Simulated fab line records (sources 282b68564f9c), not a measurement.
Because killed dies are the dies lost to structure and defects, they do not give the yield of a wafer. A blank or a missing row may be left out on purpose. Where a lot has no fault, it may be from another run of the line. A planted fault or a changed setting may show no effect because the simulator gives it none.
fab line records ; flow rit_cmos
record lots=6; wafers=18; last_day=7
route steps=202 shown SPACER@127 NSD@131 PSD@142 SDANNEAL@153 PLDD@159 M1@202
lots that met no fault: taken from a fault-free run of the same line
start_h: the number of hours between the record's first day and the start of the first shown wafer of the lot ; wait_h: hours elapsed since this lot's preceding step ; " repeats the value in the row above ; L1.1+2: a row that stands for several wafers ; - no value, or no start was given ; * or withheld: withheld ; < > ~ a bound
route shown NAME@n: NAME is a module with steps in the file, n the number in the route of the first one ; usual: mean/standard deviation of fault-free wafers ; same: alike in all rows ; chamber/n: place in a boat ; sites: the reading at each site ; _std_site: the values' standard deviation ; _edge_site: inner sites' mean taken away from outer sites' mean ; radius_mm: how far each site lies from the wafer's centre ; mask NAME#n: copy n ; behind: the last tool/chamber to shape the wafer ; hold: why the lot went on hold/how many hours it stayed there/how the hold came to an end ; device: which transistor (n, p or np) failed to switch ; end of line: the same wafers' tests at the end of the route ; step lacking rows: just its recipe ; killed: at the first sort, the dies lost to defects and structure; wafer yield is something else ; map: a wafer's dies, x killed, . not, _ none there
set.NAME: the run value of the setting; set.NAME@STEP: its run value at that earlier step ; model.NAME: the simulator's own value behind a step, which no gauge read
lots at selected steps of the route; one table per step, one row per wafer
services: the hour from which a tool's chamber was out of use, counted from the record's first day as start_h (under 0 if before that day), plus the number of hours and why
## steps
# step RIT_SPACER_CLEAN_02
# recipe chemistry=SC2; mix=3:3:50; time_s=600; temp_c=75; dry=n2_spin
# step RIT_SPACER_CVD_03
# recipe material=Si3N4; target_thk_nm=250; temp_c=810; precursor=SiH2Cl2/NH3; time_s=3300; pressure_mtorr=300; sih2cl2_flow_sccm=60; nh3_flow_sccm=150
# step RIT_SPACER_THK_MEAS_04
# recipe reads=Si3N4_of_SPACER_CVD_03
# usual SPACER_NITRIDE_THK=251.7/2.5
lot.wafer;tool;chamber;start_h;wait_h;SPACER_NITRIDE_THK[nm]
L394.2;film_metro-02;-;52.09;0.0;254.2
L394.3;film_metro-02;-;52.09;0.0;251.8
L394.5;film_metro-02;-;52.09;0.0;251.9
L396.1;film_metro-02;-;66.31;0.0;245.5
L396.4;film_metro-02;-;66.31;0.0;245.4
L396.5;film_metro-02;-;66.31;0.0;247.1
L405.2;film_metro-01;-;109.85;0.0;253.7
L405.3;film_metro-01;-;109.85;0.0;250.8
L405.4;film_metro-01;-;109.85;0.0;253.1
L407.2;film_metro-04;-;119.49;0.0;252.5
L407.5;film_metro-04;-;119.49;0.0;254.1
L407.6;film_metro-04;-;119.49;0.0;253.3
L409.2;film_metro-02;-;127.55;0.0;252.3
L409.5;film_metro-02;-;127.55;0.0;251.5
L409.6;film_metro-02;-;127.55;0.0;252.6
L413.1;film_metro-04;-;147.89;0.0;254.6
L413.4;film_metro-04;-;147.89;0.0;256.4
L413.6;film_metro-04;-;147.89;0.0;255.4
# step RIT_SPACER_ETCHBACK_05
# recipe target_depth_a=2500; SF6_flow_sccm=30; CHF3_flow_sccm=30; target=Si3N4; chemistry=SF6/CHF3; pressure_mtorr=40; rf_w=250; time_s=240; stop_on=SiO2
# usual drypump_motor_current_A=5.8/0.36; oes_product_au=0.849/0.015; throttle_valve_pct=10.35/0.19
lot.wafer;tool;chamber;start_h;wait_h;drypump_motor_current_A;oes_product_au;rf_hours_counter_h;throttle_valve_pct
L394.2;rie_diel-02;3;52.14;0.0;5.8;0.834;94;10.45
L394.3;rie_diel-02;1;52.14;0.0;6.0;0.846;20;9.96
L394.5;rie_diel-02;0;52.14;0.0;6.2;0.857;-;10.27
L396.1;rie_diel-02;1;66.37;0.1;6.0;0.824;20;9.96
L396.4;rie_diel-02;2;66.37;0.1;5.7;0.833;63;10.20
L396.5;rie_diel-02;0;66.37;0.1;6.2;0.852;-;10.26
L405.2;rie_diel-01;2;109.90;0.0;6.0;0.872;143;10.24
L405.3;rie_diel-01;1;109.90;0.0;5.4;0.871;47;10.32
L405.4;rie_diel-01;3;109.90;0.0;5.3;0.859;23;10.61
L407.2;rie_diel-04;0;119.54;0.0;6.0;0.855;92;10.48
L407.5;rie_diel-04;3;119.54;0.0;5.8;0.836;-;10.19
L407.6;rie_diel-04;0;119.54;0.0;6.0;0.849;-;10.48
L409.2;rie_diel-01;0;127.60;0.0;5.7;0.834;41;10.60
L409.5;rie_diel-01;0;127.60;0.0;5.7;0.835;-;10.58
L409.6;rie_diel-01;3;127.60;0.0;5.3;0.849;-;10.61
L413.1;rie_diel-04;2;147.95;0.1;5.4;0.868;121;10.23
L413.4;rie_diel-04;3;147.95;0.1;5.8;0.848;-;10.21
L413.6;rie_diel-04;2;147.95;0.1;5.4;0.866;-;10.21
# step RIT_NSD_HMDS_00
# recipe prime_time_s=60; prime_temp_c=140
# step RIT_NSD_COAT_01
# recipe resist=NOVOLAK; spin_rpm=3250; resist_thk_nm=1000
# step RIT_NSD_SOFTBAKE_02
# recipe resist=NOVOLAK; temp_c=90; time_s=60
# step RIT_NSD_EXPOSE_03
# recipe mask_id=M9; na=0.57; target_cd_nm=40700; dose_mj=250
# step RIT_NSD_PEB_04
# recipe resist=NOVOLAK; temp_c=withheld; time_s=withheld
# step RIT_NSD_DEVELOP_05
# recipe resist=NOVOLAK; develop_time_s=50; dev_temp_c=23
# step RIT_NSD_OVL_MEAS_06
# usual NSD_OVL=0.0/1.5
lot.wafer;tool;chamber;start_h;wait_h;NSD_OVL[nm]
L394.2;overlay-02;-;53.14;-;-2.2
L394.3;overlay-02;-;53.14;-;0.7
L394.5;overlay-02;-;53.14;-;-0.4
L396.1;overlay-01;-;67.49;-;2.8
L396.4;overlay-01;-;67.49;-;-0.6
L396.5;overlay-01;-;67.49;-;1.3
L405.2;overlay-02;-;110.97;-;0.3
L405.3;overlay-02;-;110.97;-;1.2
L405.4;overlay-02;-;110.97;-;0.6
L407.2;overlay-01;-;120.67;-;1.2
L407.5;overlay-01;-;120.67;-;1.5
L407.6;overlay-01;-;120.67;-;3.0
L409.2;overlay-01;-;128.89;-;1.9
L409.5;overlay-01;-;128.89;-;-0.3
L409.6;overlay-01;-;128.89;-;0.8
L413.1;overlay-02;-;148.95;-;-0.3
L413.4;overlay-02;-;148.95;-;0.1
L413.6;overlay-02;-;148.95;-;0.6
# step RIT_NSD_HARDBAKE_07
# recipe resist=NOVOLAK; temp_c=140; time_s=60
# step RIT_NSD_IMPLANT_08
# recipe species=P; energy_kev=25; dose_cm2=1e+15; tilt_deg=7
# usual dose_ions_cm2=1.0002e+15/1e+12; end_station_pressure_torr=7.5e-06/4.1e-07; faraday_current_uA=3133/54
lot.wafer;tool;chamber;start_h;wait_h;dose_ions_cm2;end_station_pressure_torr;faraday_current_uA
L394.2;implanter-02;0;53.35;0.1;1.0002e+15;7.7e-06;3139
L394.3;implanter-02;0;53.35;0.1;1.0001e+15;7.3e-06;3149
L394.5;implanter-02;0;53.35;0.1;9.986e+14;7.4e-06;3176
L396.1;implanter-04;0;67.68;0.1;1.0012e+15;7.5e-06;3081
L396.4;implanter-04;0;67.68;0.1;1.0004e+15;7.8e-06;3079
L396.5;implanter-04;0;67.68;0.1;1.0001e+15;8.3e-06;3176
L405.2;implanter-02;0;111.17;0.1;1.7536e+15;9.1e-06;5513
L405.3;implanter-02;0;111.17;0.1;1.7521e+15;8.5e-06;5421
L405.4;implanter-02;0;111.17;0.1;1.7518e+15;8.8e-06;5474
L407.2;implanter-04;0;120.88;0.1;9.989e+14;7.2e-06;3100
L407.5;implanter-04;0;120.88;0.1;1.0004e+15;7.3e-06;3173
L407.6;implanter-04;0;120.88;0.1;9.991e+14;7.7e-06;3135
L409.2;implanter-02;0;129.09;0.1;1.7536e+15;9.6e-06;5520
L409.5;implanter-02;0;129.09;0.1;1.7533e+15;8.1e-06;5372
L409.6;implanter-02;0;129.09;0.1;1.7524e+15;9.4e-06;5489
L413.1;implanter-04;0;149.14;0.1;1.0009e+15;7.2e-06;3051
L413.4;implanter-04;0;149.14;0.1;9.993e+14;8e-06;3108
L413.6;implanter-04;0;149.14;0.1;1.0013e+15;8.1e-06;3086
# step RIT_NSD_STRIP_09
# recipe chemistry=O2; time_s=180; resist=NOVOLAK; platen_temp_c=withheld; power_w=500; pressure_mtorr=4000; o2_flow_sccm=4000
# usual drypump_motor_current_A=5.6/0.36
lot.wafer;tool;chamber;start_h;wait_h;drypump_motor_current_A;rf_hours_counter_h
L394.2;plasma_asher-03;1;53.47;0.1;5.5;40
L394.3;plasma_asher-03;1;53.47;0.1;5.4;-
L394.5;plasma_asher-03;0;53.47;0.1;5.2;-
L396.1;plasma_asher-01;1;67.83;0.1;5.8;43
L396.4;plasma_asher-01;0;67.83;0.1;5.9;-
L396.5;plasma_asher-01;0;67.83;0.1;5.9;-
L405.2;plasma_asher-02;1;111.30;0.1;4.9;46
L405.3;plasma_asher-02;1;111.30;0.1;4.9;-
L405.4;plasma_asher-02;0;111.30;0.1;5.6;-
L407.2;plasma_asher-03;1;121.00;0.1;5.5;48
L407.5;plasma_asher-03;0;121.00;0.1;5.2;-
L407.6;plasma_asher-03;1;121.00;0.1;5.5;-
L409.2;plasma_asher-01;1;129.22;0.1;5.8;1
L409.5;plasma_asher-01;1;129.22;0.1;5.8;-
L409.6;plasma_asher-01;0;129.22;0.1;5.9;-
L413.1;plasma_asher-01;1;149.29;0.1;5.8;4
L413.4;plasma_asher-01;0;149.29;0.1;5.9;-
L413.6;plasma_asher-01;1;149.29;0.1;5.8;-
# step RIT_NSD_TW_MEAS_10
# usual NSD_TW=3120/20
lot.wafer;tool;chamber;start_h;wait_h;NSD_TW
L394.2;film_metro-04;-;53.66;0.1;3149
L394.3;film_metro-04;-;53.66;0.1;3136
L394.5;film_metro-04;-;53.66;0.1;3135
L396.1;film_metro-02;-;68.01;0.1;3118
L396.4;film_metro-02;-;68.01;0.1;3135
L396.5;film_metro-02;-;68.01;0.1;3142
L405.2;film_metro-04;-;111.48;0.1;3462
L405.3;film_metro-04;-;111.48;0.1;3459
L405.4;film_metro-04;-;111.48;0.1;3463
L407.2;film_metro-03;-;121.19;0.1;3104
L407.5;film_metro-03;-;121.19;0.1;3093
L407.6;film_metro-03;-;121.19;0.1;3113
L409.2;film_metro-04;-;129.40;0.1;3465
L409.5;film_metro-04;-;129.40;0.1;3483
L409.6;film_metro-04;-;129.40;0.1;3459
L413.1;film_metro-04;-;149.46;0.1;3152
L413.4;film_metro-04;-;149.46;0.1;3123
L413.6;film_metro-04;-;149.46;0.1;3131
# step RIT_PSD_HMDS_00
# recipe prime_time_s=60; prime_temp_c=140
# step RIT_PSD_COAT_01
# recipe resist=NOVOLAK; spin_rpm=3250; resist_thk_nm=1000
# step RIT_PSD_SOFTBAKE_02
# recipe resist=NOVOLAK; temp_c=90; time_s=60
# step RIT_PSD_EXPOSE_03
# recipe mask_id=M10; na=0.57; target_cd_nm=40900; dose_mj=250
# step RIT_PSD_PEB_04
# recipe resist=NOVOLAK; temp_c=withheld; time_s=withheld
# step RIT_PSD_DEVELOP_05
# recipe resist=NOVOLAK; develop_time_s=50; dev_temp_c=23
# step RIT_PSD_OVL_MEAS_06
# usual PSD_OVL=0.9/1.3
lot.wafer;tool;chamber;start_h;wait_h;PSD_OVL[nm]
L394.2;overlay-02;-;54.69;-;-0.7
L394.3;overlay-02;-;54.69;-;-0.7
L394.5;overlay-02;-;54.69;-;0.4
L396.1;overlay-02;-;68.92;-;2.2
L396.4;overlay-02;-;68.92;-;1.4
L396.5;overlay-02;-;68.92;-;0.8
L405.2;overlay-01;-;112.66;-;1.5
L405.3;overlay-01;-;112.66;-;4.3
L405.4;overlay-01;-;112.66;-;1.4
L407.2;overlay-02;-;122.27;-;0.5
L407.5;overlay-02;-;122.27;-;0.1
L407.6;overlay-02;-;122.27;-;-0.9
L409.2;overlay-01;-;130.43;-;1.4
L409.5;overlay-01;-;130.43;-;1.0
L409.6;overlay-01;-;130.43;-;0.2
L413.1;overlay-01;-;150.37;-;1.1
L413.4;overlay-01;-;150.37;-;1.3
L413.6;overlay-01;-;150.37;-;-0.5
# step RIT_PSD_HARDBAKE_07
# recipe resist=NOVOLAK; temp_c=140; time_s=60
# step RIT_PSD_IMPLANT_08
# recipe species=BF2; energy_kev=27; dose_cm2=5e+15; tilt_deg=7
# step RIT_PSD_STRIP_09
# recipe chemistry=O2; time_s=180; resist=NOVOLAK; platen_temp_c=withheld; power_w=500; pressure_mtorr=4000; o2_flow_sccm=4000
# usual drypump_motor_current_A=5.7/0.4
lot.wafer;tool;chamber;start_h;wait_h;drypump_motor_current_A;rf_hours_counter_h
L394.2;plasma_asher-01;1;55.02;0.1;5.8;42
L394.3;plasma_asher-01;0;55.02;0.1;5.9;-
L394.5;plasma_asher-01;1;55.02;0.1;5.8;-
L396.1;plasma_asher-04;0;69.25;0.1;6.1;27
L396.4;plasma_asher-04;1;69.25;0.1;5.2;-
L396.5;plasma_asher-04;0;69.25;0.1;6.1;-
L405.2;plasma_asher-04;0;112.99;0.1;6.1;33
L405.3;plasma_asher-04;1;112.99;0.1;5.3;-
L405.4;plasma_asher-04;0;112.99;0.1;6.1;-
L407.2;plasma_asher-04;0;122.60;0.1;6.1;34
L407.5;plasma_asher-04;0;122.60;0.1;6.1;-
L407.6;plasma_asher-04;1;122.60;0.1;5.3;-
L409.2;plasma_asher-04;0;130.76;0.1;6.1;35
L409.5;plasma_asher-04;0;130.76;0.1;6.1;-
L409.6;plasma_asher-04;1;130.76;0.1;5.3;-
L413.1;plasma_asher-04;0;150.71;0.1;6.1;37
L413.4;plasma_asher-04;1;150.71;0.1;5.2;-
L413.6;plasma_asher-04;0;150.71;0.1;6.1;-
# step RIT_PSD_TW_MEAS_10
# usual PSD_TW=3427/20
lot.wafer;tool;chamber;start_h;wait_h;PSD_TW
L394.2;film_metro-02;-;55.20;0.1;3461
L394.3;film_metro-02;-;55.20;0.1;3460
L394.5;film_metro-02;-;55.20;0.1;3426
L396.1;film_metro-03;-;69.43;0.1;3424
L396.4;film_metro-03;-;69.43;0.1;3415
L396.5;film_metro-03;-;69.43;0.1;3387
L405.2;film_metro-03;-;113.17;0.1;3406
L405.3;film_metro-03;-;113.17;0.1;3427
L405.4;film_metro-03;-;113.17;0.1;3422
L407.2;film_metro-02;-;122.79;0.1;3426
L407.5;film_metro-02;-;122.79;0.1;3423
L407.6;film_metro-02;-;122.79;0.1;3425
L409.2;film_metro-03;-;130.95;0.1;3440
L409.5;film_metro-03;-;130.95;0.1;3412
L409.6;film_metro-03;-;130.95;0.1;3419
L413.1;film_metro-04;-;150.88;0.1;3451
L413.4;film_metro-04;-;150.88;0.1;3442
L413.6;film_metro-04;-;150.88;0.1;3469
# step RIT_SDANNEAL_CLEAN_00
# recipe chemistry=SC1; mix=3:3:50; time_s=600; temp_c=75
# step RIT_SDANNEAL_CLEAN_01
# recipe chemistry=dHF; dilution=50:1; time_s=30
# step RIT_SDANNEAL_CLEAN_02
# recipe chemistry=SC2; mix=3:3:50; time_s=600; temp_c=75; dry=n2_spin
# step RIT_SDANNEAL_RTA_03
# recipe temp_c=1050; time_s=5; idle_temp_c=600; ramp_up_c_per_s=342; ramp_down_c_per_s=171; cool_to_c=600; ambient=N2
# usual wafer_temp_C_max=1053.5/1.2
lot.wafer;tool;chamber;start_h;wait_h;wafer_temp_C_max
L394.2;rtp_anneal-01;0;55.63;0.0;1053.0
L394.3;rtp_anneal-01;0;55.63;0.0;1052.3
L394.5;rtp_anneal-01;0;55.63;0.0;1052.5
L396.1;rtp_anneal-01;0;69.89;0.0;1054.7
L396.4;rtp_anneal-01;0;69.89;0.0;1052.6
L396.5;rtp_anneal-01;0;69.89;0.0;1052.3
L405.2;rtp_anneal-01;0;113.63;0.0;1052.2
L405.3;rtp_anneal-01;0;113.63;0.0;1052.6
L405.4;rtp_anneal-01;0;113.63;0.0;1052.4
L407.2;rtp_anneal-01;0;123.21;0.0;1053.2
L407.5;rtp_anneal-01;0;123.21;0.0;1053.8
L407.6;rtp_anneal-01;0;123.21;0.0;1054.3
L409.2;rtp_anneal-01;0;131.39;0.0;1053.8
L409.5;rtp_anneal-01;0;131.39;0.0;1053.4
L409.6;rtp_anneal-01;0;131.39;0.0;1053.3
L413.1;rtp_anneal-01;0;151.31;0.0;1053.5
L413.4;rtp_anneal-01;0;151.31;0.0;1053.8
L413.6;rtp_anneal-01;0;151.31;0.0;1055.0
# step RIT_SDANNEAL_RS_MEAS_04
# recipe thk_meas_gauge=four-point-probe
# usual PSD_RS=115.9/0.31
lot.wafer;tool;chamber;start_h;wait_h;PSD_RS[ohm/sq]
L394.2;film_metro-03;-;55.70;0.1;115.8
L394.3;film_metro-03;-;55.70;0.1;115.7
L394.5;film_metro-03;-;55.70;0.1;115.8
L396.1;film_metro-03;-;69.94;0.0;116.3
L396.4;film_metro-03;-;69.94;0.0;115.7
L396.5;film_metro-03;-;69.94;0.0;116.0
L405.2;film_metro-03;-;113.70;0.1;116.1
L405.3;film_metro-03;-;113.70;0.1;116.3
L405.4;film_metro-03;-;113.70;0.1;116.4
L407.2;film_metro-02;-;123.28;0.1;115.8
L407.5;film_metro-02;-;123.28;0.1;116.3
L407.6;film_metro-02;-;123.28;0.1;116.4
L409.2;film_metro-03;-;131.50;0.1;116.2
L409.5;film_metro-03;-;131.50;0.1;116.0
L409.6;film_metro-03;-;131.50;0.1;116.2
L413.1;film_metro-02;-;151.37;0.0;115.4
L413.4;film_metro-02;-;151.37;0.0;115.5
L413.6;film_metro-02;-;151.37;0.0;115.5
# step RIT_SDANNEAL_RS_MEAS_05
# recipe thk_meas_gauge=four-point-probe
# usual NSD_RS=84.60/0.29
lot.wafer;tool;chamber;start_h;wait_h;NSD_RS[ohm/sq]
L394.2;film_metro-03;-;55.82;0.1;84.34
L394.3;film_metro-03;-;55.82;0.1;84.24
L394.5;film_metro-03;-;55.82;0.1;84.46
L396.1;film_metro-03;-;70.06;0.1;84.78
L396.4;film_metro-03;-;70.06;0.1;84.43
L396.5;film_metro-03;-;70.06;0.1;84.63
L405.2;film_metro-03;-;113.82;0.1;56.38
L405.3;film_metro-03;-;113.82;0.1;56.41
L405.4;film_metro-03;-;113.82;0.1;56.32
L407.2;film_metro-02;-;123.40;0.1;85.10
L407.5;film_metro-02;-;123.40;0.1;84.83
L407.6;film_metro-02;-;123.40;0.1;84.61
L409.2;film_metro-03;-;131.62;0.1;56.37
L409.5;film_metro-03;-;131.62;0.1;56.35
L409.6;film_metro-03;-;131.62;0.1;56.37
L413.1;film_metro-02;-;151.49;0.1;84.59
L413.4;film_metro-02;-;151.49;0.1;84.56
L413.6;film_metro-02;-;151.49;0.1;84.34
# step RIT_SDANNEAL_RS_MEAS_06
# recipe thk_meas_gauge=four-point-probe
# usual PLDD_RS=178.7/0.52
lot.wafer;tool;chamber;start_h;wait_h;PLDD_RS[ohm/sq]
L394.2;film_metro-03;-;55.94;0.1;178.5
L394.3;film_metro-03;-;55.94;0.1;179.0
L394.5;film_metro-03;-;55.94;0.1;178.4
L396.1;film_metro-03;-;70.18;0.1;178.8
L396.4;film_metro-03;-;70.18;0.1;178.3
L396.5;film_metro-03;-;70.18;0.1;178.5
L405.2;film_metro-03;-;113.94;0.1;179.2
L405.3;film_metro-03;-;113.94;0.1;179.4
L405.4;film_metro-03;-;113.94;0.1;178.9
L407.2;film_metro-02;-;123.52;0.1;178.9
L407.5;film_metro-02;-;123.52;0.1;179.1
L407.6;film_metro-02;-;123.52;0.1;179.4
L409.2;film_metro-03;-;131.74;0.1;179.2
L409.5;film_metro-03;-;131.74;0.1;178.5
L409.6;film_metro-03;-;131.74;0.1;178.9
L413.1;film_metro-02;-;151.61;0.1;178.3
L413.4;film_metro-02;-;151.61;0.1;177.6
L413.6;film_metro-02;-;151.61;0.1;177.4
# step RIT_M1_PROBE_99
# usual killed_at_contacts=0.0/0.22; killed_at_front_end=7/3.1; killed_dies=7/3.1; killed_open=3.5/2; killed_short=3.3/2
# same gross_dies=264; killed_at_M0_to_M3=0; killed_at_M4_up=0; killed_at_back_side=0; killed_at_other=0
lot.wafer;tool;chamber;start_h;wait_h;killed_at_contacts;killed_at_front_end;killed_dies;killed_open;killed_short;model.etest.nmos_0p3.r_on_ohm_um;model.etest.nmos_0p15.r_on_ohm_um;model.etest.nmos_0p15.drive_ua_um;model.etest.nmos_narrow.drive_ua_um;model.etest.nmos_0p3.drive_ua_um;model.etest.contact_nplus.end_ohm_um;model.etest.npoly_line.line_ohm_um;model.etest.npoly_line.rs_ohm_sq
L394.2;prober-01;-;63.41;0.1;0;5;5;3;2;2120;1066;494.3;231.7;227.5;41.6;172.4;16.99
L394.3;prober-01;-;63.46;0.2;0;14;14;7;7;2064;1044;514.9;238.7;238.1;40.69;178;17.11
L394.5;prober-01;-;63.56;0.2;0;4;4;2;2;2084;1062;495;234.6;232.2;40.53;172.8;17.13
L396.1;prober-01;-;77.57;0.1;0;5;5;2;3;2134;1113;478;226.1;226.5;41.62;164.4;17.12
L396.4;prober-01;-;77.72;0.2;0;8;8;1;7;2122;1090;491;227.6;229.9;41.82;170.2;17.11
L396.5;prober-01;-;77.77;0.2;0;3;3;3;0;2099;1064;496.7;238.5;232.1;40.73;172.9;17.29
L405.2;prober-02;-;121.21;0.1;1;12;13;7;6;2011;1045;489;241.5;240.2;20.07;157.1;16.3
L405.3;prober-02;-;121.26;0.2;0;8;8;4;4;2063;1077;481.7;237.3;236.8;20.06;160.7;16.54
L405.4;prober-02;-;121.31;0.2;0;9;9;5;4;2028;1038;479.6;241;239.2;20.35;155.5;16.29
L407.2;prober-02;-;130.65;0.1;0;6;6;6;0;2156;1117;480.8;228.1;229.9;43.53;173.3;16.94
L407.5;prober-02;-;130.80;0.2;0;7;7;2;5;2181;1168;474.5;229.5;231.8;42.48;169.8;16.89
L407.6;prober-02;-;130.85;0.2;0;6;6;2;4;2128;1126;477.6;232.1;229.3;42.56;166.9;16.75
L409.2;prober-02;-;139.13;0.1;0;7;7;4;3;2007;1021;495.6;240.7;239.3;19.78;163.6;16.65
L409.5;prober-02;-;139.28;0.2;0;17;17;9;8;1991;1012;500.6;240.6;241.4;20.09;161.1;16.58
L409.6;prober-02;-;139.33;0.2;0;9;9;3;6;1997;1004;496.6;241.8;242.4;19.86;160.1;16.51
L413.1;prober-02;-;158.99;0.1;0;12;12;5;7;2133;1088;472.5;223.9;224.7;42.74;164.4;16.96
L413.4;prober-02;-;159.14;0.2;0;8;8;5;3;2117;1080;484.3;225.4;228.9;43.02;165;16.9
L413.6;prober-02;-;159.24;0.2;0;12;12;5;7;2128;1098;474;226.8;226.5;42.91;165.7;16.59
# killed by level:class
L394.2 FOX1:geometric_particle:short=1 FOX2:geometric_particle:open=1 GATE:geometric_particle:open=1 SPACER:geometric_particle:open=1 SILICIDE:geometric_particle:short=1
L394.3 GATE:geometric_particle:short=4 REOX:geometric_particle:open=2 SPACER:geometric_particle:open=2 FOX1:geometric_particle:open=1 FOX1:geometric_particle:short=1 GATE:geometric_particle:open=1 SPACER:geometric_particle:short=1 SILICIDE:geometric_particle:open=1
L394.5 GATE:geometric_particle:short=2 GATE:geometric_particle:open=1 SPACER:geometric_particle:open=1
L396.1 GATE:geometric_particle:short=1 GATE:geometric_particle:open=1 REOX:geometric_particle:short=1 SPACER:geometric_particle:open=1 STARTING-WAFER:geometric_particle:short=1
L396.4 GATE:geometric_particle:short=4 FOX1:geometric_particle:short=2 GATE:geometric_particle:open=1 SILICIDE:geometric_particle:short=1
L396.5 FOX1:geometric_particle:open=1 REOX:geometric_particle:open=1 SILICIDE:geometric_particle:open=1
L405.2 SPACER:geometric_particle:open=3 SPACER:geometric_particle:short=2 FOX1:geometric_particle:open=1 FOX2:geometric_particle:open=1 FOX2:geometric_particle:short=1 GATE:geometric_particle:short=1 GATE:geometric_particle:open=1 REOX:geometric_particle:short=1
L405.3 GATE:geometric_particle:short=3 GATE:geometric_particle:open=2 REOX:geometric_particle:short=1 REOX:geometric_particle:open=1 SPACER:geometric_particle:open=1
L405.4 SPACER:geometric_particle:short=3 GATE:geometric_particle:open=3 FOX2:geometric_particle:open=1 GATE:geometric_particle:short=1 SPACER:geometric_particle:open=1
L407.2 GATE:geometric_particle:open=5 FOX1:geometric_particle:open=1
L407.5 FOX1:geometric_particle:short=1 FOX2:geometric_particle:open=1 FOX2:geometric_particle:short=1 GATE:geometric_particle:short=1 REOX:geometric_particle:short=1 SILICIDE:geometric_particle:open=1 SILICIDE:geometric_particle:short=1
L407.6 GATE:geometric_particle:open=2 SPACER:geometric_particle:short=2 GATE:geometric_particle:short=1 REOX:geometric_particle:short=1
L409.2 FOX1:geometric_particle:open=2 GATE:geometric_particle:open=1 GATE:geometric_particle:short=1 REOX:geometric_particle:open=1 REOX:geometric_particle:short=1 SPACER:geometric_particle:short=1
L409.5 GATE:geometric_particle:short=5 GATE:geometric_particle:open=3 REOX:geometric_particle:open=2 SILICIDE:geometric_particle:open=2 FOX1:geometric_particle:open=1 FOX1:geometric_particle:short=1 FOX2:geometric_particle:short=1 REOX:geometric_particle:short=1
L409.6 GATE:geometric_particle:short=3 FOX1:geometric_particle:short=1 FOX2:geometric_particle:open=1 GATE:geometric_particle:open=1 REOX:geometric_particle:short=1 SPACER:geometric_particle:short=1 SPACER:geometric_particle:open=1
L413.1 GATE:geometric_particle:open=2 GATE:geometric_particle:short=2 REOX:geometric_particle:short=2 SILICIDE:geometric_particle:open=2 FOX1:geometric_particle:short=1 SPACER:geometric_particle:short=1 SPACER:geometric_particle:open=1 SILICIDE:geometric_particle:short=1
L413.4 SPACER:geometric_particle:open=3 GATE:geometric_particle:short=2 FOX1:geometric_particle:short=1 GATE:geometric_particle:open=1 SILICIDE:geometric_particle:open=1
L413.6 GATE:geometric_particle:short=3 FOX2:geometric_particle:open=2 GATE:geometric_particle:open=2 REOX:geometric_particle:short=2 FOX1:geometric_particle:short=1 FOX2:geometric_particle:short=1 REOX:geometric_particle:open=1
## services
tool;chamber;start_h;hours;kind
rie_diel-04;2;30.47;10.7;repair
rie_diel-01;-;54.27;2.8;pm
rie_diel-01;1;57.85;2.4;repair
implanter-04;-;72.57;1.8;repair
plasma_asher-02;-;75.76;0.5;repair
rie_diel-01;2;78.85;6.7;repair
implanter-04;-;81.14;3.6;pm
plasma_asher-01;-;81.88;3.2;repair
rie_diel-04;-;91.95;0.8;repair
plasma_asher-01;-;108.75;9.0;pm
plasma_asher-01;0;108.75;9.0;vent_cycle
plasma_asher-01;1;108.75;9.0;vent_cycle
plasma_asher-01;-;110.76;0.7;repair
plasma_asher-01;0;117.75;-;clean
plasma_asher-01;1;117.75;-;clean
rie_diel-01;2;117.91;7.0;repair
plasma_asher-02;-;124.14;9.8;repair
implanter-02;-;128.18;0.7;repair
rie_diel-01;-;129.66;14.6;pm
implanter-04;-;132.80;1.8;repair
rie_diel-04;1;142.23;5.8;repair
rie_diel-04;-;146.34;1.0;repair
## key
first_sign step=RIT_NSD_IMPLANT_08; reading=dose_ions_cm2; direction=up; sigmas=99+; usual=1.0002e+15; struck=1.7528e+15
effect step=RIT_NSD_IMPLANT_08; reading=faraday_current_uA; direction=up; sigmas=43; usual=3133; struck=5465
effect step=RIT_NSD_TW_MEAS_10; reading=NSD_TW; direction=up; sigmas=17; usual=3120; struck=3465
effect step=RIT_SDANNEAL_RS_MEAS_05; reading=NSD_RS; direction=down; sigmas=96; usual=84.60; struck=56.37
model_effect step=RIT_M1_PROBE_99; value=etest.nmos_0p3.r_on_ohm_um; without=2204; struck=2016
met_at RIT_NSD_IMPLANT_08
struck_wafers L405.2,L405.3,L405.4,L409.2,L409.5,L409.6
tester_left_out L405,L409
onset_between 53.35 111.17
fault kind=process_parameter_drift; tool=implanter-02; chamber=-; onset_h=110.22; steps=RIT_NSD_IMPLANT_08; channel=dose_cm2; offset=7.5194e+14; shape=step; end_h=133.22; acts_in=these_recipes_only; stated=1e+15
# tester_left_out: of these lots the tester's yield and bins aren't shown, on N5 and GAA mostly nor the transistor test; their killed dies are dies lost to structure and defects alone, not to doping, threshold or leakage, so they don't give the yield
